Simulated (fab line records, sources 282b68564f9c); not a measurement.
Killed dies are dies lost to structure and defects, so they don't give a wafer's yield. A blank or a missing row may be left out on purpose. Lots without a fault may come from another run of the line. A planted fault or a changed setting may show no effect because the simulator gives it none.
A struck lot beside a sound one | flow rit_cmos | 17 steps out of a route of 202
Sound: wafers L951.1, L951.2, L951.6. Struck: wafers L959.2, L959.4, L959.5. The cause comes at the end.
At each step with rows: each side's tool, then ch and its chambers, then its first start. Under that, the readings that differ: sound wafers | struck wafers | difference of the means | sigmas: that difference in standard deviations of wafers without a fault.
alike: readings whose means differ by less than 2 such deviations, and words and numbers that are the same on both sides. not compared: withheld readings, readings that some wafer has no value for, bounds like >300 that may hide the same value, and numbers for which the record gives no deviation and whose values overlap.
The two part at a step that has a row with sigmas, a row that says differs or no value, or rows on one side only. Numbers that don't overlap but have no deviation are shown without sigmas and don't part them. A reading that every wafer of one side lacks parts them only if that side has two wafers or more.

RIT_PWELL_TW_MEAS_10:
  sound on film_metro-02, day 4 09:23; struck on film_metro-04, day 6 02:40
  reading  | sound       | struck      | difference | sigmas
  PWELL_TW | 965 965 964 | 948 950 942 | -18        | -2
then, 1 step without rows for these wafers: RIT_WELLDRIVE_ANNEAL_00 (time 14700 s).
RIT_WELLDRIVE_RS_MEAS_01: measures by four-point-probe.
  sound on film_metro-04, day 4 15:08; struck on film_metro-02, day 6 08:56
  alike: NWELL_RS
RIT_WELLDRIVE_RS_MEAS_02: measures by four-point-probe.
  sound on film_metro-04, day 4 15:16; struck on film_metro-02, day 6 09:04
  alike: PWELL_RS
then, 6 steps without rows for these wafers: RIT_NRETRO_HMDS_00 (prime time 60 s); RIT_NRETRO_COAT_01 (resist thk 1300 nm); RIT_NRETRO_SOFTBAKE_02 (time 60 s); RIT_NRETRO_EXPOSE_03 (exposes mask M4, target cd 43900 nm); RIT_NRETRO_PEB_04; RIT_NRETRO_DEVELOP_05 (develop time 68 s).
RIT_NRETRO_OVL_MEAS_06:
  sound on overlay-02, day 4 16:23; struck on overlay-02, day 6 10:03
  alike: NRETRO_OVL
then, 1 step without rows for these wafers: RIT_NRETRO_HARDBAKE_07 (time 120 s).
RIT_NRETRO_IMPLANT_08:
  sound on implanter-04 ch 0, day 4 16:41; struck on implanter-04 ch 0, day 6 10:21
  reading            | sound                           | struck                        | difference | sigmas
  dose_ions_cm2      | 9.999e+12 1.0003e+13 1.0004e+13 | 5.504e+12 5.502e+12 5.508e+12 | -4.497e+12 | -99 or more
  faraday_current_uA | 30.9 31.4 31.7                  | 17.0 17.5 17.8                | -13.9      | -22
RIT_NRETRO_STRIP_09: strips in O2, time 180 s.
  sound on plasma_asher-04 ch 0,1, day 4 16:50; struck on plasma_asher-02 ch 1, day 6 10:29
  alike: drypump_motor_current_A, o2_flow_sccm
  not compared: rf_hours_counter_h
RIT_NRETRO_TW_MEAS_10:
  sound on film_metro-03, day 4 17:00; struck on film_metro-03, day 6 10:40
  reading   | sound          | struck      | difference | sigmas
  NRETRO_TW | 1047 1049 1044 | 855 856 856 | -191       | -27
then, 1 step without rows for these wafers: RIT_PRETRO_HMDS_00 (prime time 60 s).
RIT_M1_PROBE_99:
  sound on prober-02, day 6 00:28; struck on prober-02, day 7 12:56
  reading                                | sound             | struck            | difference | sigmas
  model.etest.pmos_0p3.r_on_ohm_um       | 6207 6099 6169    | 5898 5790 5855    | -311       |
  model.etest.pmos_0p15.drive_ua_um      | 264.5 274.7 269.6 | 274.9 285.4 280.9 | +10.8      |
  model.etest.pmos_turned.drive_ua_um    | 192.9 198.3 196.6 | 207.7 215.5 211.4 | +15.6      |
  model.etest.pmos_narrow.drive_ua_um    | 104.3 106.2 104.8 | 119.7 124.9 119.9 | +16.4      |
  model.etest.pmos_0p3.drive_ua_um       | 102.7 103.8 101.8 | 116.1 117.9 115.7 | +13.8      |
  model.etest.well_edge_left.line_ohm_um | 182.7 185.7 181.5 | 192.6 192.8 188.9 | +8.1       |
  alike: killed_at_contacts, killed_at_front_end, killed_dies, killed_open, killed_short
  not compared: model.etest.pmos_turned.r_on_ohm_um, model.etest.pmos_0p15.r_on_ohm_um

WHERE THEY PART
First at RIT_PWELL_TW_MEAS_10; last, within this record, at RIT_NRETRO_TW_MEAS_10. Later steps at which nothing parts them and some readings are alike: RIT_M1_PROBE_99.

WHY: what the simulator had put in
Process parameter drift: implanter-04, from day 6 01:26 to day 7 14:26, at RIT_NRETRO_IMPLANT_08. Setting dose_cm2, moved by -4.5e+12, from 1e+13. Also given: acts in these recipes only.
